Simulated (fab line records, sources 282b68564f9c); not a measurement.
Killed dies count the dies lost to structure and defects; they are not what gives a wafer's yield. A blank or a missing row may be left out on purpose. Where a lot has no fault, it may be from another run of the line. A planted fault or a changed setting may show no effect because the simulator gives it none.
Split-lot trial || flow rit-cmos || route with 202 steps; 5 lots, 23 wafers read

== THE SPLIT ITSELF ==
At RIT_PLDD_COAT_01 (resist thk 1000 nm), the setting resist-thk-nm was moved away from the recipe's 1000 nm on 7 of the 23 wafers read, by -5.3% to +3.6%. This setting was run at the recipe's value on the other wafers.

== FROM THE SPLIT TO THE READING: what the file shows between them, 3 steps ==
- RIT_PLDD_SOFTBAKE_02: time 60 s
- RIT_PLDD_EXPOSE_03: exposes mask M8, target cd 40900 nm
- RIT_PLDD_DEVELOP_05: develop time 50 s

== THE READING ==
NOVOLAK_of_PLDD_COAT_01.thk-nm (the simulator's own value, which no gauge read), in nm, at RIT_PLDD_HARDBAKE_07 (time 60 s). No usual value for it is given in the file. Across the 16 wafers here that went through the recipe, the average is 884.9 nm and the standard deviation 2.9 nm.

{"wafer": "L076.1", "tool, chamber at the split": "litho-track-03, 0", "resist-thk-nm as run, nm": 1036, "against the recipe": "+3.6%", "NOVOLAK_of_PLDD_COAT_01.thk-nm, nm": 919.2, "against lot-mates on the recipe": "+31.6"}
{"wafer": "L076.2", "tool, chamber at the split": "litho-track-03, 0", "resist-thk-nm as run, nm": 1036, "against the recipe": "+3.6%", "NOVOLAK_of_PLDD_COAT_01.thk-nm, nm": 915.7, "against lot-mates on the recipe": "+28.1"}
{"wafer": "L076.4", "tool, chamber at the split": "litho-track-03, 0", "resist-thk-nm as run, nm": 1000, "against the recipe": "recipe", "NOVOLAK_of_PLDD_COAT_01.thk-nm, nm": 888.3, "against lot-mates on the recipe": "-"}
{"wafer": "L076.5", "tool, chamber at the split": "litho-track-03, 0", "resist-thk-nm as run, nm": 1000, "against the recipe": "recipe", "NOVOLAK_of_PLDD_COAT_01.thk-nm, nm": 887, "against lot-mates on the recipe": "-"}
{"wafer": "L076.6", "tool, chamber at the split": "litho-track-03, 0", "resist-thk-nm as run, nm": 1036, "against the recipe": "+3.6%", "NOVOLAK_of_PLDD_COAT_01.thk-nm, nm": 916.1, "against lot-mates on the recipe": "+28.5"}
{"wafer": "L077.1", "tool, chamber at the split": "litho-track-03, 0", "resist-thk-nm as run, nm": 1000, "against the recipe": "recipe", "NOVOLAK_of_PLDD_COAT_01.thk-nm, nm": 888.8, "against lot-mates on the recipe": "-"}
{"wafer": "L077.2", "tool, chamber at the split": "litho-track-03, 0", "resist-thk-nm as run, nm": 1000, "against the recipe": "recipe", "NOVOLAK_of_PLDD_COAT_01.thk-nm, nm": 888.5, "against lot-mates on the recipe": "-"}
{"wafer": "L077.3", "tool, chamber at the split": "litho-track-03, 0", "resist-thk-nm as run, nm": 949.3, "against the recipe": "-5.1%", "NOVOLAK_of_PLDD_COAT_01.thk-nm, nm": 843.6, "against lot-mates on the recipe": -44.5}
{"wafer": "L077.5", "tool, chamber at the split": "litho-track-03, 0", "resist-thk-nm as run, nm": 1000, "against the recipe": "recipe", "NOVOLAK_of_PLDD_COAT_01.thk-nm, nm": 887.1, "against lot-mates on the recipe": "-"}
{"wafer": "L077.6", "tool, chamber at the split": "litho-track-03, 0", "resist-thk-nm as run, nm": 949.3, "against the recipe": "-5.1%", "NOVOLAK_of_PLDD_COAT_01.thk-nm, nm": 842.2, "against lot-mates on the recipe": -45.9}
{"wafer": "L078.2", "tool, chamber at the split": "litho-track-04, 0", "resist-thk-nm as run, nm": 1000, "against the recipe": "recipe", "NOVOLAK_of_PLDD_COAT_01.thk-nm, nm": 885.5, "against lot-mates on the recipe": "-"}
{"wafer": "L078.3", "tool, chamber at the split": "litho-track-04, 0", "resist-thk-nm as run, nm": 1000, "against the recipe": "recipe", "NOVOLAK_of_PLDD_COAT_01.thk-nm, nm": 885.6, "against lot-mates on the recipe": "-"}
{"wafer": "L078.4", "tool, chamber at the split": "litho-track-04, 0", "resist-thk-nm as run, nm": 1000, "against the recipe": "recipe", "NOVOLAK_of_PLDD_COAT_01.thk-nm, nm": 886.2, "against lot-mates on the recipe": "-"}
{"wafer": "L078.5", "tool, chamber at the split": "litho-track-04, 0", "resist-thk-nm as run, nm": 1000, "against the recipe": "recipe", "NOVOLAK_of_PLDD_COAT_01.thk-nm, nm": 882.8, "against lot-mates on the recipe": "-"}
{"wafer": "L078.6", "tool, chamber at the split": "litho-track-04, 0", "resist-thk-nm as run, nm": 1000, "against the recipe": "recipe", "NOVOLAK_of_PLDD_COAT_01.thk-nm, nm": 885.2, "against lot-mates on the recipe": "-"}
{"wafer": "L080.2", "tool, chamber at the split": "litho-track-03, 0", "resist-thk-nm as run, nm": 1000, "against the recipe": "recipe", "NOVOLAK_of_PLDD_COAT_01.thk-nm, nm": 883.8, "against lot-mates on the recipe": "-"}
{"wafer": "L080.3", "tool, chamber at the split": "litho-track-03, 0", "resist-thk-nm as run, nm": 1000, "against the recipe": "recipe", "NOVOLAK_of_PLDD_COAT_01.thk-nm, nm": 885, "against lot-mates on the recipe": "-"}
{"wafer": "L080.5", "tool, chamber at the split": "litho-track-03, 0", "resist-thk-nm as run, nm": 1000, "against the recipe": "recipe", "NOVOLAK_of_PLDD_COAT_01.thk-nm, nm": 884.3, "against lot-mates on the recipe": "-"}
{"wafer": "L081.1", "tool, chamber at the split": "litho-track-04, 0", "resist-thk-nm as run, nm": 1000, "against the recipe": "recipe", "NOVOLAK_of_PLDD_COAT_01.thk-nm, nm": 879.5, "against lot-mates on the recipe": "-"}
{"wafer": "L081.2", "tool, chamber at the split": "litho-track-04, 0", "resist-thk-nm as run, nm": 1000, "against the recipe": "recipe", "NOVOLAK_of_PLDD_COAT_01.thk-nm, nm": 880.3, "against lot-mates on the recipe": "-"}
{"wafer": "L081.3", "tool, chamber at the split": "litho-track-04, 0", "resist-thk-nm as run, nm": 947, "against the recipe": "-5.3%", "NOVOLAK_of_PLDD_COAT_01.thk-nm, nm": 831.7, "against lot-mates on the recipe": -48.3}
{"wafer": "L081.4", "tool, chamber at the split": "litho-track-04, 0", "resist-thk-nm as run, nm": 1000, "against the recipe": "recipe", "NOVOLAK_of_PLDD_COAT_01.thk-nm, nm": 880.1, "against lot-mates on the recipe": "-"}
{"wafer": "L081.5", "tool, chamber at the split": "litho-track-04, 0", "resist-thk-nm as run, nm": 947, "against the recipe": "-5.3%", "NOVOLAK_of_PLDD_COAT_01.thk-nm, nm": 834.5, "against lot-mates on the recipe": -45.5}

THE FIT
A straight line over all 23 wafers: NOVOLAK_of_PLDD_COAT_01.thk-nm changes by +9.02 nm for each +1% of resist-thk-nm; r = +0.99; the points scatter about the line by 3.1 nm.
The same after taking each lot's own level away (the mean of its wafers on the recipe; 23 wafers): +8.66 nm for each +1%; r = +1.00; scatter 1.3 nm.
That fit puts the effect of the largest move of resist-thk-nm on the reading at 46 nm.
Measured against the standard deviation above, the lots' own levels, which go from 879.97 to 888.13 nm, span 2.9 times it.
The two slopes are in agreement: the lot-to-lot level therefore moves the slope only a little.
Check: -45.8 nm against its lot-mates is what the line predicts for one of the wafers moved furthest among these (-5.3%) when that wafer is left out of the fit. Against them it came out at -48.3 nm.

== OTHER SPLITS APPLIED TO THESE WAFERS ==
Note: prior to the reading, these wafers also went through further splits. Each is held against what the fit with the lots' levels taken away leaves over:
{"other split on the same wafers": "RIT_NWELL_COAT_01 resist-thk-nm", "wafers away from the commonest value": 5, "r with NOVOLAK_of_PLDD_COAT_01.thk-nm (lot level and that fit taken away)": -0.07}
{"other split on the same wafers": "RIT_PWELL_COAT_01 resist-thk-nm", "wafers away from the commonest value": 8, "r with NOVOLAK_of_PLDD_COAT_01.thk-nm (lot level and that fit taken away)": -0.26}
{"other split on the same wafers": "RIT_PWELL_IMPLANT_08 dose-cm2", "wafers away from the commonest value": 5, "r with NOVOLAK_of_PLDD_COAT_01.thk-nm (lot level and that fit taken away)": "+0.16"}
{"other split on the same wafers": "RIT_GATE_CVD_08 pressure-mtorr", "wafers away from the commonest value": 10, "r with NOVOLAK_of_PLDD_COAT_01.thk-nm (lot level and that fit taken away)": -0.19}
{"other split on the same wafers": "RIT_GATE_COAT_11 resist-thk-nm", "wafers away from the commonest value": 4, "r with NOVOLAK_of_PLDD_COAT_01.thk-nm (lot level and that fit taken away)": -0.24}
{"other split on the same wafers": "RIT_REOX_OXIDATION_03 ox-time-s", "wafers away from the commonest value": 18, "r with NOVOLAK_of_PLDD_COAT_01.thk-nm (lot level and that fit taken away)": -0.02}

== THE WHOLE CHAIN: every reading that the file lists as answering this split, in the file's order ==
{"step": "RIT_PLDD_COAT_01", "what it does": "resist thk 1000 nm", "reading": "NOVOLAK_of_PLDD_COAT_01.thk-nm (the simulator's own value, which no gauge read)", "change (the file's fit)": "+9.98 nm for each +1% of the setting", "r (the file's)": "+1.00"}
{"step": "RIT_PLDD_HARDBAKE_07", "what it does": "time 60 s", "reading": "NOVOLAK_of_PLDD_COAT_01.thk-nm (the simulator's own value, which no gauge read)", "change (the file's fit)": "+8.74 nm for each +1% of the setting", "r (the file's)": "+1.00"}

== FILE'S OWN FIT ==
NOVOLAK_of_PLDD_COAT_01.thk-nm changes by +8.74 nm for each +1% of resist-thk-nm, r = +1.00.
